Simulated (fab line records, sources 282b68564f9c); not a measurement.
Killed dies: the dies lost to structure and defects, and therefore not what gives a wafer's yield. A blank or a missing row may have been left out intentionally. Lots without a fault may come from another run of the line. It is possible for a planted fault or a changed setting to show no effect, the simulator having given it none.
fab line records | flow ritCmos
[record] lots = 7 | wafers = 21 | lastDay = 7
route steps=202 shown GATE@79 FOX2@80 M1@202
lots that met no fault: from a run of the same line without faults
startH: hours from the record's first day to the start of the lot's first wafer shown | waitH: hours from the lot's prior step to this one | " same as the row above | L1.1+2: a single row standing in for several wafers | - no value, or no start given | * or withheld: withheld | < > ~ a bound
route shown NAME@n: NAME is a module with steps in the file, n the number in the route of the first one | usual: mean and standard deviation over wafers with no fault | same: alike in all rows | chamber/n: place in a boat | sites: each site's reading | _std_site: the standard deviation of these | _edge_site: mean of outer sites minus mean of inner sites | radiusMm: for every site, how far away it sits from the centre of the wafer | mask NAME#n: copy n | behind: the tool/chamber that last shaped the wafer | hold: why the lot was held/for how many hours/how that ended | device: the transistor (n, p or np) that didn't switch | end of line: tests of these same wafers at the route's end | a step with no rows: only its recipe | killed: not the wafer's yield, but the dies lost to structure and defects at the first sort | map: dies across one wafer; x = killed, . = not, _ = none there
set.NAME: setting as actually run; set.NAME@STEP: the setting as run at that earlier step | model.NAME: the simulator's own value behind a step, which no gauge read
lots at some steps of the route; a table a step, a row a wafer
services: the hour from which a tool's chamber was out of use, counted from the record's first day as startH (under 0 if before that day), plus the number of hours and why
[[steps]]
[step RIT_GATE_CLEAN_04]
[recipe] chemistry = dHF | dilution = 50:1 | timeS = 60 | dry = n2Spin
[step RIT_FOX2_THK_MEAS_91]
[recipe] reads = SiO2_of_FOX2_OXIDATION_00
[usual] FIELD_OXIDE_LEFT_2_THK = 257/5.9
lot.wafer | tool         | chamber | startH | waitH | FIELD_OXIDE_LEFT_2_THK[nm]
L214.1    | filmMetro-02 | -       | 37.86  | 0.0   | 264
L214.3    | "            | -       | "      | "     | 258
L214.4    | "            | -       | "      | "     | 255
L219.1    | filmMetro-01 | -       | 64.34  | 0.0   | 243
L219.2    | "            | -       | "      | "     | 243
L219.4    | "            | -       | "      | "     | 236
L220.1    | filmMetro-04 | -       | 67.16  | 0.0   | 255
L220.5    | "            | -       | "      | "     | 254
L220.6    | "            | -       | "      | "     | 254
L221.2    | filmMetro-04 | -       | 75.35  | 0.0   | 254
L221.5    | "            | -       | "      | "     | 255
L221.6    | "            | -       | "      | "     | 256
L223.1    | filmMetro-04 | -       | 84.05  | 0.0   | 259
L223.3    | "            | -       | "      | "     | 257
L223.5    | "            | -       | "      | "     | 256
L232.4    | filmMetro-04 | -       | 126.60 | 0.0   | 250
L232.5    | "            | -       | "      | "     | 252
L232.6    | "            | -       | "      | "     | 253
L236.3    | filmMetro-01 | -       | 150.54 | 0.0   | 256
L236.5    | "            | -       | "      | "     | 253
L236.6    | "            | -       | "      | "     | 256
[step RIT_GATE_OXIDATION_05]
[recipe] tempC = 900 | ambient = O2 | targetThkA = 30 | oxTimeS = 270
[step RIT_GATE_ANNEAL_06]
[recipe] tempC = 900 | timeS = 600 | ambient = N2O
[step RIT_GATE_THK_MEAS_07]
[recipe] reads = SiO2_of_GATE_OXIDATION_05
[usual] GATE_OXIDE_THK = 3.03/0.06
lot.wafer | tool         | chamber | startH | waitH | GATE_OXIDE_THK[nm]
L214.1    | filmMetro-04 | -       | 40.69  | 0.0   | 2.95
L214.3    | "            | -       | "      | "     | 3.09
L214.4    | "            | -       | "      | "     | 3.04
L219.1    | filmMetro-04 | -       | 65.73  | 0.0   | 3.01
L219.2    | "            | -       | "      | "     | 3.05
L219.4    | "            | -       | "      | "     | 3.01
L220.1    | filmMetro-01 | -       | 71.01  | 0.0   | 2.97
L220.5    | "            | -       | "      | "     | 2.98
L220.6    | "            | -       | "      | "     | 2.98
L221.2    | filmMetro-04 | -       | 78.39  | 0.0   | 2.96
L221.5    | "            | -       | "      | "     | 2.92
L221.6    | "            | -       | "      | "     | 3.00
L223.1    | filmMetro-02 | -       | 87.56  | 0.0   | 3.09
L223.3    | "            | -       | "      | "     | 3.13
L223.5    | "            | -       | "      | "     | 3.03
L232.4    | filmMetro-02 | -       | 131.04 | 0.0   | 2.98
L232.5    | "            | -       | "      | "     | 3.01
L232.6    | "            | -       | "      | "     | 3.08
L236.3    | filmMetro-01 | -       | 153.40 | 0.0   | 3.04
L236.5    | "            | -       | "      | "     | 2.95
L236.6    | "            | -       | "      | "     | 3.01
[step RIT_GATE_CVD_08]
[recipe] material = poly-Si | targetThkNm = 250 | tempC = 610 | precursor = SiH4 | timeS = 2220 | pressureMtorr = 300 | sih4FlowSccm = 100
[step RIT_GATE_THK_MEAS_09]
[recipe] reads = poly-Si_of_GATE_CVD_08
[usual] GATE_POLY_THK = 250.0/2.4
lot.wafer | tool         | chamber | startH | waitH | GATE_POLY_THK[nm]
L214.1    | filmMetro-01 | -       | 42.37  | 0.0   | 247.1
L214.3    | "            | -       | "      | "     | 246.5
L214.4    | "            | -       | "      | "     | 246.9
L219.1    | filmMetro-02 | -       | 67.40  | 0.0   | 249.6
L219.2    | "            | -       | "      | "     | 249.3
L219.4    | "            | -       | "      | "     | 248.3
L220.1    | filmMetro-04 | -       | 72.68  | 0.0   | 248.1
L220.5    | "            | -       | "      | "     | 250.7
L220.6    | "            | -       | "      | "     | 249.6
L221.2    | filmMetro-04 | -       | 80.16  | 0.0   | 254.6
L221.5    | "            | -       | "      | "     | 255.2
L221.6    | "            | -       | "      | "     | 254.5
L223.1    | filmMetro-02 | -       | 89.24  | 0.0   | 252.6
L223.3    | "            | -       | "      | "     | 254.1
L223.5    | "            | -       | "      | "     | 254.1
L232.4    | filmMetro-01 | -       | 132.71 | 0.0   | 249.1
L232.5    | "            | -       | "      | "     | 249.8
L232.6    | "            | -       | "      | "     | 249.7
L236.3    | filmMetro-01 | -       | 155.41 | 0.0   | 250.3
L236.5    | "            | -       | "      | "     | 250.7
L236.6    | "            | -       | "      | "     | 250.4
[step RIT_GATE_HMDS_10]
[recipe] primeTimeS = 60 | primeTempC = 140
[step RIT_GATE_COAT_11]
[recipe] resist = NOVOLAK | spinRpm = 4250 | resistThkNm = 850
[step RIT_GATE_SOFTBAKE_12]
[recipe] resist = NOVOLAK | tempC = 90 | timeS = 60
[step RIT_GATE_EXPOSE_13]
[recipe] maskId = M6 | na = 0.6 | sourceShape = conventional | sigmaOuter = 0.6 | targetCdNm = 150 | doseMj = 380
[step RIT_GATE_PEB_14]
[recipe] resist = NOVOLAK | tempC = withheld | timeS = withheld
[step RIT_GATE_DEVELOP_15]
[recipe] resist = NOVOLAK | developTimeS = 50 | devTempC = 23
[usual] developerTempC = 23.01/0.097
[same] developTimeS = 50
lot.wafer | tool          | chamber | startH | waitH | developerTempC
L214.1    | lithoTrack-01 | 0       | 43     | -     | 22.90
L214.3    | "             | 0       | "      | "     | 22.82
L214.4    | "             | 0       | "      | "     | 22.98
L219.1    | lithoTrack-03 | 0       | 68     | -     | 23.03
L219.2    | "             | 0       | "      | "     | 23.02
L219.4    | "             | 0       | "      | "     | 22.85
L220.1    | lithoTrack-03 | 0       | 73     | -     | 20.65
L220.5    | "             | 0       | "      | "     | 20.67
L220.6    | "             | 0       | "      | "     | 20.70
L221.2    | lithoTrack-03 | 0       | 80     | -     | 20.69
L221.5    | "             | 0       | 81     | -     | 20.74
L221.6    | "             | 0       | "      | "     | 20.85
L223.1    | lithoTrack-03 | 0       | 90     | -     | 20.68
L223.3    | "             | 0       | "      | "     | 20.71
L223.5    | "             | 0       | "      | "     | 20.57
L232.4    | lithoTrack-01 | 0       | 133    | -     | 23.12
L232.5    | "             | 0       | "      | "     | 23.07
L232.6    | "             | 0       | "      | "     | 22.94
L236.3    | lithoTrack-03 | 0       | 156    | -     | 23.18
L236.5    | "             | 0       | "      | "     | 23.17
L236.6    | "             | 0       | "      | "     | 23.13
[step RIT_GATE_CD_MEAS_16]
[recipe] targetCdNm = 150
[usual] cdNm = 149.1/2.4
lot.wafer | tool     | chamber | startH | waitH | cdNm
L214.1    | cdSem-01 | -       | 43.28  | -     | 145.5
L214.3    | "        | -       | "      | "     | 145.5
L214.4    | "        | -       | "      | "     | 148.1
L219.1    | cdSem-01 | -       | 68.31  | -     | 150.3
L219.2    | "        | -       | "      | "     | 152.1
L219.4    | "        | -       | "      | "     | 151.5
L220.1    | cdSem-02 | -       | 73.62  | -     | 130.6
L220.5    | "        | -       | "      | "     | 131.0
L220.6    | "        | -       | "      | "     | 133.3
L221.2    | cdSem-01 | -       | 81.08  | -     | 141.3
L221.5    | "        | -       | "      | "     | 140.7
L221.6    | "        | -       | "      | "     | 141.0
L223.1    | cdSem-01 | -       | 90.28  | -     | 137.7
L223.3    | "        | -       | "      | "     | 137.2
L223.5    | "        | -       | "      | "     | 136.6
L232.4    | cdSem-01 | -       | 133.90 | -     | 148.8
L232.5    | "        | -       | "      | "     | 148.5
L232.6    | "        | -       | "      | "     | 149.1
L236.3    | cdSem-02 | -       | 156.57 | -     | 154.2
L236.5    | "        | -       | "      | "     | 152.2
L236.6    | "        | -       | "      | "     | 151.2
[step RIT_GATE_OVL_MEAS_17]
[usual] GATE_OVL = -0.6/1.3
lot.wafer | tool       | chamber | startH | waitH | GATE_OVL[nm]
L214.1    | overlay-01 | -       | 43.40  | 0.1   | 0.8
L214.3    | "          | -       | "      | "     | -0.4
L214.4    | "          | -       | "      | "     | 0.6
L219.1    | overlay-02 | -       | 68.43  | 0.1   | -1.2
L219.2    | "          | -       | "      | "     | -0.7
L219.4    | "          | -       | "      | "     | -0.6
L220.1    | overlay-01 | -       | 73.74  | 0.1   | -1.9
L220.5    | "          | -       | "      | "     | -0.8
L220.6    | "          | -       | "      | "     | -1.3
L221.2    | overlay-02 | -       | 81.18  | 0.1   | -1.7
L221.5    | "          | -       | "      | "     | -1.3
L221.6    | "          | -       | "      | "     | -0.8
L223.1    | overlay-02 | -       | 90.40  | 0.1   | -0.7
L223.3    | "          | -       | "      | "     | -1.2
L223.5    | "          | -       | "      | "     | -1.5
L232.4    | overlay-02 | -       | 133.98 | 0.1   | 0.6
L232.5    | "          | -       | "      | "     | 1.0
L232.6    | "          | -       | "      | "     | 0.0
L236.3    | overlay-01 | -       | 156.67 | 0.1   | 0.6
L236.5    | "          | -       | "      | "     | 0.9
L236.6    | "          | -       | "      | "     | -1.5
[step RIT_GATE_HARDBAKE_18]
[recipe] resist = NOVOLAK | tempC = 140 | timeS = 60
[step RIT_GATE_ETCH_19]
[recipe] chemistry = SF6/CHF3/O2 | timeS = 165 | SF6_flow_sccm = 30 | CHF3_flow_sccm = 30 | O2_flow_sccm = 5 | target = poly-Si | pressureMtorr = 40 | rfW = 160 | targetDepthA = 3125 | overEtchFrac = 0.25 | stopOn = SiO2
[usual] chamberPressureMTorr = 40.00/0.037 | drypumpMotorCurrentA = 6.0/0.45 | oesProductAu = 0.848/0.018 | rfFwdPowerW = 159.4/0.52 | throttleValvePct = 10.27/0.11
[same] overEtchFrac = 0.25
lot.wafer | tool     | chamber | startH | waitH | chamberPressureMTorr | drypumpMotorCurrentA | oesProductAu | rfFwdPowerW | rfHoursCounterH | throttleValvePct | model.GATE.cdNm
L214.1    | rieSi-01 | 1       | 43.58  | 0.1   | 40.01                | 5.6                  | 0.847        | 160.0       | 128             | 10.10            | 145.1
L214.3    | "        | 3       | "      | "     | 40.02                | 6.6                  | 0.830        | 159.2       | 58              | 10.29            | 145.7
L214.4    | "        | 0       | "      | "     | 39.99                | 5.6                  | 0.842        | 159.8       | 92              | 10.34            | 148.2
L219.1    | rieSi-02 | 0       | 68.62  | 0.1   | 40.00                | 5.7                  | 0.817        | 158.3       | 21              | 10.25            | 150.5
L219.2    | "        | 1       | "      | "     | 39.99                | 5.7                  | 0.862        | 160.0       | 63              | 10.26            | 152.4
L219.4    | "        | 2       | "      | "     | 40.05                | 6.3                  | 0.831        | 160.0       | 0               | 10.12            | 151.5
L220.1    | rieSi-01 | 0       | 73.92  | 0.1   | 40.02                | 5.6                  | 0.852        | 160.1       | 92              | 10.36            | 130.7
L220.5    | "        | 3       | "      | "     | 39.98                | 6.6                  | 0.829        | 160.3       | -               | 10.30            | 131.4
L220.6    | "        | 0       | "      | "     | 39.96                | 5.6                  | 0.850        | 160.1       | -               | 10.34            | 133.1
L221.2    | rieSi-02 | 3       | 81.36  | 0.1   | 39.95                | 6.7                  | 0.870        | 159.6       | 3               | 10.43            | 141.4
L221.5    | "        | 2       | "      | "     | 40.09                | 6.3                  | 0.843        | 159.7       | -               | 10.11            | 140.7
L221.6    | "        | 3       | "      | "     | 40.02                | 6.6                  | 0.882        | 159.1       | -               | 10.44            | 140.5
L223.1    | rieSi-02 | 2       | 90.58  | 0.1   | 40.06                | 6.3                  | 0.837        | 159.5       | 0               | 10.11            | 137.5
L223.3    | "        | 1       | "      | "     | 40.03                | 5.7                  | 0.871        | 159.3       | 63              | 10.26            | 136.7
L223.5    | "        | 2       | "      | "     | 39.96                | 6.3                  | 0.849        | 159.3       | -               | 10.10            | 136.7
L232.4    | rieSi-01 | 2       | 134.15 | 0.1   | 39.98                | 5.6                  | 0.863        | 159.4       | 118             | 10.30            | 149.2
L232.5    | "        | 2       | "      | "     | 39.96                | 5.6                  | 0.857        | 158.7       | -               | 10.29            | 148.7
L232.6    | "        | 1       | "      | "     | 40.03                | 5.6                  | 0.851        | 160.2       | -               | 10.09            | 149
L236.3    | rieSi-02 | 2       | 156.92 | 0.1   | 39.98                | 6.3                  | 0.831        | 158.5       | 1               | 10.11            | 154.5
L236.5    | "        | 3       | "      | "     | 39.98                | 6.7                  | 0.862        | 159.2       | -               | 10.46            | 152
L236.6    | "        | 0       | "      | "     | 40.04                | 5.6                  | 0.821        | 159.3       | -               | 10.26            | 151.3
[step RIT_GATE_STRIP_20]
[recipe] chemistry = O2 | timeS = 180 | resist = NOVOLAK | platenTempC = withheld | powerW = 500 | pressureMtorr = 4000 | o2FlowSccm = 4000
[usual] chamberPressureMTorr = 4000/3.8 | drypumpMotorCurrentA = 6.0/0.4
lot.wafer | tool           | chamber | startH | waitH | chamberPressureMTorr | drypumpMotorCurrentA | rfHoursCounterH
L214.1    | plasmaAsher-03 | 0       | 43.69  | 0.1   | 3991                 | 6.4                  | 40
L214.3    | "              | 1       | "      | "     | 4000                 | 5.3                  | -
L214.4    | "              | 0       | "      | "     | 3994                 | 6.4                  | -
L219.1    | plasmaAsher-01 | 1       | 68.73  | 0.1   | 4007                 | 6.3                  | 27
L219.2    | "              | 0       | "      | "     | 4003                 | 5.9                  | 27
L219.4    | "              | 1       | "      | "     | 3999                 | 6.3                  | -
L220.1    | plasmaAsher-03 | 0       | 74.03  | 0.1   | 3998                 | 6.4                  | 43
L220.5    | "              | 0       | "      | "     | 3999                 | 6.4                  | -
L220.6    | "              | 1       | "      | "     | 3999                 | 5.2                  | -
L221.2    | plasmaAsher-01 | 1       | 81.47  | 0.1   | 4000                 | 6.3                  | 29
L221.5    | "              | 1       | "      | "     | 4007                 | 6.3                  | -
L221.6    | "              | 0       | "      | "     | 4008                 | 5.9                  | -
L223.1    | plasmaAsher-01 | 0       | 90.69  | 0.1   | 4010                 | 5.8                  | 30
L223.3    | "              | 1       | "      | "     | 4004                 | 6.3                  | -
L223.5    | "              | 0       | "      | "     | 4002                 | 5.9                  | -
L232.4    | plasmaAsher-01 | 0       | 134.31 | 0.1   | 4001                 | 5.8                  | -
L232.5    | "              | 1       | "      | "     | 4003                 | 6.3                  | -
L232.6    | "              | 0       | "      | "     | 3996                 | 5.8                  | -
L236.3    | plasmaAsher-02 | 1       | 157.09 | 0.1   | 3998                 | 5.7                  | -
L236.5    | "              | 1       | "      | "     | 3999                 | 5.7                  | -
L236.6    | "              | 0       | "      | "     | 4002                 | 6.6                  | -
[step RIT_M1_PROBE_99]
[usual] killedAtFrontEnd = 7.1/3 | killedDies = 7.2/3 | killedOpen = 3.7/2 | killedShort = 3.5/2
[same] grossDies = 264 | killed_at_M0_to_M3 = 0 | killed_at_M4_up = 0 | killedAtBackSide = 0 | killedAtContacts = 0 | killedAtOther = 0
lot.wafer | tool      | chamber | startH | waitH | killedAtFrontEnd | killedDies | killedOpen | killedShort | model.etest.pmos_0p3.rOnOhmUm | model.etest.pmosTurned.rOnOhmUm | model.etest.pmos_0p15.rOnOhmUm | model.etest.nmos_0p3.rOnOhmUm | model.etest.nmos_0p15.rOnOhmUm | model.etest.nmos_0p15.driveUaUm | model.etest.pmos_0p15.driveUaUm | model.etest.nmosTurned.driveUaUm
L214.1    | prober-02 | -       | 64.58  | 0.1   | 11               | 11         | 4          | 7           | 6353                          | 3529                            | 2763                           | 2193                          | 1122                           | 479.5                           | 257.5                           | 313.1
L214.3    | prober-02 | -       | 64.68  | 0.2   | 11               | 11         | 5          | 6           | 6380                          | 3449                            | 2756                           | 2197                          | 1128                           | 470.3                           | 254.2                           | 320.3
L214.4    | prober-02 | -       | 64.73  | 0.2   | 8                | 8          | 6          | 2           | 6314                          | 3506                            | 2778                           | 2190                          | 1138                           | 465.3                           | 251.7                           | 312.7
L219.1    | prober-01 | -       | 90.63  | 0.1   | 13               | 13         | 7          | 6           | 6164                          | 3332                            | 2690                           | 2129                          | 1137                           | 465.7                           | 261.8                           | 320.9
L219.2    | prober-01 | -       | 90.68  | 0.1   | 6                | 6          | 2          | 4           | 6276                          | 3431                            | 2807                           | 2163                          | 1182                           | 455.5                           | 254.3                           | 317.3
L219.4    | prober-01 | -       | 90.78  | 0.2   | 6                | 6          | 1          | 5           | 6211                          | 3413                            | 2758                           | 2166                          | 1167                           | 462.7                           | 258.1                           | 315.3
L220.1    | prober-02 | -       | 94.84  | 0.1   | 5                | 5          | 4          | 1           | 5900                          | 3052                            | 2378                           | 2035                          | 992.5                          | 578.1                           | 313.2                           | 390.4
L220.5    | prober-02 | -       | 95.04  | 0.2   | 9                | 9          | 1          | 4           | 5933                          | 3020                            | 2363                           | 2021                          | 972.1                          | 573.4                           | 311.6                           | 389.9
L220.6    | prober-02 | -       | 95.09  | 0.2   | 7                | 7          | 1          | 4           | 5973                          | 3130                            | 2424                           | 2029                          | 982.1                          | 562.8                           | 300.9                           | 376.1
L221.2    | prober-01 | -       | 102.82 | 0.1   | 4                | 4          | 2          | 2           | 6116                          | 3444                            | 2685                           | 2050                          | 1062                           | 507.3                           | 267.4                           | 327.9
L221.5    | prober-01 | -       | 102.97 | 0.2   | 4                | 4          | 1          | 3           | 5959                          | 3362                            | 2591                           | 2026                          | 1044                           | 521                             | 276.3                           | 337.8
L221.6    | prober-01 | -       | 103.02 | 0.2   | 2                | 2          | 1          | 1           | 6129                          | 3428                            | 2665                           | 2068                          | 1078                           | 512.7                           | 271.6                           | 332.7
L223.1    | prober-01 | -       | 113.86 | 0.1   | 11               | 11         | 9          | 2           | 6121                          | 3260                            | 2516                           | 2086                          | 1046                           | 521.1                           | 282.6                           | 335.2
L223.3    | prober-01 | -       | 113.96 | 0.2   | 6                | 6          | 2          | 2           | 6110                          | 3233                            | 2466                           | 2064                          | 1022                           | 525.9                           | 286.9                           | 338.7
L223.5    | prober-01 | -       | 114.06 | 0.2   | 6                | 6          | 3          | 2           | 5959                          | 3149                            | 2432                           | 2077                          | 1022                           | 538.4                           | 294                             | 349.1
L232.4    | prober-02 | -       | 155.33 | 0.2   | 10               | 10         | 7          | 3           | 6151                          | 3320                            | 2660                           | 2100                          | 1088                           | 481.8                           | 264.2                           | 337.4
L232.5    | prober-02 | -       | 155.38 | 0.2   | 7                | 7          | 4          | 3           | 6185                          | 3335                            | 2709                           | 2120                          | 1103                           | 486.6                           | 263.4                           | 340.7
L232.6    | prober-02 | -       | 155.43 | 0.2   | 8                | 8          | 4          | 4           | 6266                          | 3317                            | 2680                           | 2136                          | 1089                           | 475.9                           | 260.1                           | 340.3
L236.3    | prober-02 | -       | 177.72 | 0.2   | 8                | 8          | 5          | 3           | 6215                          | 3504                            | 2834                           | 2150                          | 1139                           | 448.6                           | 247.2                           | 307.3
L236.5    | prober-02 | -       | 177.82 | 0.2   | 9                | 9          | 4          | 5           | 6174                          | 3428                            | 2778                           | 2151                          | 1138                           | 466.8                           | 256.4                           | 319.3
L236.6    | prober-02 | -       | 177.87 | 0.2   | 6                | 6          | 4          | 2           | 6222                          | 3402                            | 2758                           | 2156                          | 1106                           | 467.4                           | 253.6                           | 322.1
// killed by level:class
L214.1 GATE:geometricParticle:short=6 REOX:geometricParticle:open=2 FOX1:geometricParticle:open=1 FOX2:geometricParticle:short=1 GATE:geometricParticle:open=1
L214.3 GATE:geometricParticle:short=5 GATE:geometricParticle:open=4 FOX1:geometricParticle:open=1 SPACER:geometricParticle:short=1
L214.4 FOX1:geometricParticle:open=2 FOX1:geometricParticle:short=2 FOX2:geometricParticle:open=1 GATE:geometricParticle:open=1 REOX:geometricParticle:open=1 SPACER:geometricParticle:open=1
L219.1 FOX2:geometricParticle:open=3 GATE:geometricParticle:short=3 GATE:geometricParticle:open=2 REOX:geometricParticle:short=2 FOX1:geometricParticle:open=1 REOX:geometricParticle:open=1 SPACER:geometricParticle:short=1
L219.2 GATE:geometricParticle:short=2 FOX2:geometricParticle:short=1 SPACER:geometricParticle:open=1 SILICIDE:geometricParticle:open=1 SILICIDE:geometricParticle:short=1
L219.4 SPACER:geometricParticle:short=2 FOX2:geometricParticle:short=1 GATE:geometricParticle:short=1 SILICIDE:geometricParticle:open=1 SILICIDE:geometricParticle:short=1
L220.1 FOX1:geometricParticle:open=1 FOX1:geometricParticle:short=1 REOX:geometricParticle:open=1 SPACER:geometricParticle:open=1 SILICIDE:geometricParticle:open=1
L220.5 GATE:areaDevelop=4 FOX1:geometricParticle:open=1 FOX2:geometricParticle:short=1 GATE:geometricParticle:short=1 REOX:geometricParticle:short=1 SPACER:geometricParticle:short=1
L220.6 GATE:areaDevelop=2 ACTIVE:geometricParticle:short=1 FOX2:geometricParticle:short=1 FOX2:geometricParticle:open=1 GATE:geometricParticle:short=1 SILICIDE:geometricParticle:short=1
L221.2 GATE:geometricParticle:short=2 FOX1:geometricParticle:open=1 SPACER:geometricParticle:open=1
L221.5 FOX1:geometricParticle:short=1 FOX2:geometricParticle:short=1 GATE:geometricParticle:short=1 REOX:geometricParticle:open=1
L221.6 GATE:geometricParticle:open=1 SPACER:geometricParticle:short=1
L223.1 GATE:geometricParticle:open=3 REOX:geometricParticle:open=3 FOX1:geometricParticle:short=1 FOX1:geometricParticle:open=1 FOX2:geometricParticle:open=1 REOX:geometricParticle:short=1 SILICIDE:geometricParticle:open=1
L223.3 GATE:geometricParticle:short=2 FOX2:geometricParticle:open=1 GATE:geometricParticle:open=1 PLDD:coatMicrobubblePrinted=1 GATE:areaDevelop=1
L223.5 GATE:geometricParticle:open=3 FOX1:geometricParticle:short=1 GATE:geometricParticle:short=1 GATE:areaDevelop=1
L232.4 GATE:geometricParticle:open=5 GATE:geometricParticle:short=2 REOX:geometricParticle:open=1 SILICIDE:geometricParticle:short=1 SILICIDE:geometricParticle:open=1
L232.5 GATE:geometricParticle:open=3 FOX2:geometricParticle:short=1 REOX:geometricParticle:short=1 REOX:geometricParticle:open=1 SILICIDE:geometricParticle:short=1
L232.6 GATE:geometricParticle:short=3 GATE:geometricParticle:open=2 REOX:geometricParticle:open=1 REOX:geometricParticle:short=1 SILICIDE:geometricParticle:open=1
L236.3 FOX2:geometricParticle:open=3 GATE:geometricParticle:open=2 FOX2:geometricParticle:short=1 GATE:geometricParticle:short=1 SPACER:geometricParticle:short=1
L236.5 SPACER:geometricParticle:short=3 FOX2:geometricParticle:short=2 FOX1:geometricParticle:open=1 GATE:geometricParticle:open=1 SPACER:geometricParticle:open=1 SILICIDE:geometricParticle:open=1
L236.6 FOX1:geometricParticle:open=1 FOX1:geometricParticle:short=1 FOX2:geometricParticle:short=1 GATE:geometricParticle:open=1 REOX:geometricParticle:open=1 SILICIDE:geometricParticle:open=1
[[services]]
tool           | chamber | startH | hours | kind
plasmaAsher-03 | -       | 20.85  | 0.4   | repair
rieSi-02       | 2       | 30.31  | -     | clean
rieSi-02       | 2       | 30.31  | 19.2  | scheduledDown
rieSi-02       | 2       | 30.31  | 19.2  | ventCycle
plasmaAsher-02 | -       | 34.92  | 0.8   | repair
plasmaAsher-03 | -       | 66.92  | 2.8   | pm
rieSi-02       | 3       | 117.21 | 3.4   | repair
rieSi-01       | -       | 153.87 | 15.6  | pm
[[key]]
[firstSign] step = RIT_GATE_DEVELOP_15 | reading = developerTempC | direction = down | sigmas = 24 | usual = * | struck = *
[effect] step = RIT_GATE_CD_MEAS_16 | reading = cdNm | direction = down | sigmas = 5.3 | usual = 149.1 | struck = 136.6 | through = controlLoop
[modelEffect] step = RIT_GATE_ETCH_19 | value = GATE.cdNm | without = 148 | struck = 136.5
[modelEffect] step = RIT_M1_PROBE_99 | value = etest.pmos_0p3.rOnOhmUm | without = 6320 | struck = 6022
metAt RIT_GATE_DEVELOP_15
struckWafers L220.1,L220.5,L220.6,L221.2,L221.5,L221.6,L223.1,L223.3,L223.5
testerLeftOut L220,L221,L223
[loopTrim] step = RIT_GATE_EXPOSE_13 | setting = dose | lots = L221,L223
onsetBetween 68 73
[fault] kind = processParameterDrift | tool = lithoTrack-03 | chamber = - | onsetH = 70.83 | steps = RIT_GATE_DEVELOP_15 | channel = devTempC | offset = * | shape = step | endH = 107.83 | actsIn = * | stated = *
// testerLeftOut: of these lots the tester's yield and bins aren't shown, on N5 and GAA mostly nor the transistor test; their killed dies are dies lost to structure and defects alone, not to doping, threshold or leakage, so they don't give the yield
// loopTrim: a control loop set the setting to another value than it would have without faults
